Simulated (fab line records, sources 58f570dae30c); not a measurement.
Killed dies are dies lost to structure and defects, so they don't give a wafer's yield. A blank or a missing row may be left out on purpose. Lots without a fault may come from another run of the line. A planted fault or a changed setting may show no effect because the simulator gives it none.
Problem report in the 8D (eight disciplines) form, filled by code | flow berkeley_cmos170 | the parts of the form that need people (team, actions taken, sign-off) are left out

1. THE PROBLEM
chamber_o2_ppm at UCB170_SILICIDE_RTA_04 reads a mean of 61.991 on 6 wafers of 2 lots; wafers without a fault read 1.999 with a standard deviation of 0.023. That is +99 or more standard deviations from the usual mean.
The step: time 15 s.
First seen on wafer L963.1, day 9 21:17, on rtp_anneal-01. The record holds 18 wafers of 6 lots with a number at this step. Rule for "out", or "out of limits": more than 4 standard deviations from the usual mean. The other wafers with a number count as sound.

2. WHAT IT IS AND WHAT IT IS NOT
question                    | is                     | is not
which readings at this step | chamber_o2_ppm         | lamp_power_pct
which lots                  | L963, L966             | L959, L962, L965, L967
which wafers of those lots  | all that have a number | -
read on which tools         | rtp_anneal-01          | rtp_anneal-02
when                        | from day 9 21:17       | up to then (9 sound wafers); but 3 sound wafers of L967 came after

3. SUSPECTS, AND WHAT RULES EACH OUT
Counting: a tool at a process step up to the reading stays a suspect if it ran every lot that is out and no sound lot after the first of them.
- rtp_anneal-02 at UCB170_SDANNEAL_RTA_00 (time 10 s): ruled out as a lasting fault. Sound lots L967 ran on it after its first lot that is out, L963 (day 9 20:22).
- rtp_anneal-02 at UCB170_SDANNEAL_RTA_01 (time 5 s): ruled out as a lasting fault. Sound lots L967 ran on it after its first lot that is out, L963 (day 9 20:26).
- rtp_anneal-01 at UCB170_SILICIDE_RTA_04 (time 15 s): kept. It ran every lot that is out, first L963 (day 9 21:17), and no sound lot after that; its last sound lot up to then is L962 (day 9 20:40). Its own readings are out on those wafers: chamber_o2_ppm.
Left after counting: rtp_anneal-01 at UCB170_SILICIDE_RTA_04.

4. THE CAUSE (what the simulator had put in)
Process parameter drift: rtp_anneal-01, from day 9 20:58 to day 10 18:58, at UCB170_SILICIDE_RTA_04. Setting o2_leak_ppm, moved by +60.
Counting left only this tool.

5. THE CHAIN OF EFFECTS, in route order
Each row: a reading whose mean over the struck wafers that have a number lies more than 3 standard deviations from the usual. Only readings for which the record gives a usual standard deviation are gone through. hours: the time from each lot's start at the first step in this table that gives one to its start at this step, as a median over the lots. sigmas: the change in usual standard deviations.
hours | step                   | reading        | usual | on struck wafers | change  | sigmas
0     | UCB170_SILICIDE_RTA_04 | chamber_o2_ppm | 1.999 | 61.991           | +59.992 | +99 or more
The process steps in it:
- UCB170_SILICIDE_RTA_04: time 15 s.

6. WHAT WOULD HAVE CAUGHT IT SOONER
In this record the first reading out of limits was taken at day 9 21:17, 0 hours after the fault began at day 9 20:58.
